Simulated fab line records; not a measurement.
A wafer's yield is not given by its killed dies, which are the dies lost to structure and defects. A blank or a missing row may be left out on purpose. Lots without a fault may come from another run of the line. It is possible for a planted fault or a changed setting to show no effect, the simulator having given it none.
Code-filled problem report in 8D (eight disciplines) form / flow berkeley-cmos170 / the parts of the form that need people (team, actions taken, sign-off) are left out

1. THE PROBLEM
Mean of rf-fwd-power-W at UCB170_M2_METAL_ETCH_18: 671.0 W across 6 wafers in 3 lots; on wafers with no fault it is 597.8 W (standard deviation 1.6). That is +46 standard deviations from the usual mean.
The step: etches Al in Cl2/BCl3, stops on SiO2, target depth 1170 nm, time 195 s.
First seen on wafer L969.4, day 9 17:23, on rie-metal-02. The record has a number at this step for 45 wafers belonging to 15 lots. Rule for "out" (also "out of limits"): further than 4 standard deviations from the usual mean. The rest of the wafers with a number are treated as sound.

2. WHAT IT IS AND WHAT IT IS NOT
question=which readings at this step | is=rf-fwd-power-W | is not=bcl3-flow-sccm, drypump-motor-current-A, oes-product-au, throttle-valve-pct
question=which lots | is=L969, L972, L973 | is not=L960, L961, L962, L963, L964, L965, L975, L977, L979, L980, L981, L983
question=which wafers of those lots | is=L969.4, L969.6, L972.1, L972.4, L972.6, L973.1 | is not=L969.2, L973.2, L973.4
question=read on which tools | is=rie-metal-02 | is not=rie-metal-03, rie-metal-04
question=when | is=from day 9 17:23 | is not=up to then (19 sound wafers); but 20 sound wafers of L973, L975, L977, L979, L980, L981, L983 came after

3. WHAT RULES OUT EACH SUSPECT
Counting: any tool at a process step up to the reading remains a suspect provided it ran every lot that is out. Sound lots after the first of them don't rule it out here, since some wafers of a struck lot are sound.
- rie-metal-02 at UCB170_M2_METAL_ETCH_18 (etches Al in Cl2/BCl3, stops on SiO2, target depth 1170 nm, time 195 s): kept. It ran every lot that is out, first L969 (day 9 17:23); its last sound lot up to then is L965 (day 8 19:02). On those wafers its own readings are out: rf-fwd-power-W.
- At UCB170_M2_METAL_ETCH_18 on rie-metal-02, chamber 0 took the sound wafers of the same lots and chamber 1 took the wafers that are out.
The count leaves rie-metal-02 at UCB170_M2_METAL_ETCH_18.

4. THE CAUSE (what the simulator had put in)
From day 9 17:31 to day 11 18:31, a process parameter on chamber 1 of rie-metal-02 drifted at UCB170_M2_METAL_ETCH_18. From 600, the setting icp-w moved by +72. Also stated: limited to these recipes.
Counting left only this tool.

5. SEQUENCE OF EFFECTS, ordered by route
Each row: a reading whose mean over the struck wafers that have a number lies more than 3 standard deviations from the usual. Readings are gone through only where the record gives a usual standard deviation; hours: the median, over the lots, of the time from a lot's start at the first step in this table giving one to that lot's start at this step; sigmas: the change measured in usual standard deviations.
hours=0; step=UCB170_M2_METAL_ETCH_18; reading=rf-fwd-power-W; usual=597.8 W; on struck wafers=671.0; change=+73.2; sigmas=+46
It contains these process steps:
- UCB170_M2_METAL_ETCH_18: etches Al in Cl2/BCl3, stops on SiO2, target depth 1170 nm, time 195 s.

6. WHAT WOULD HAVE CAUGHT IT SOONER
In this record the first reading out of limits was taken at day 9 17:23.
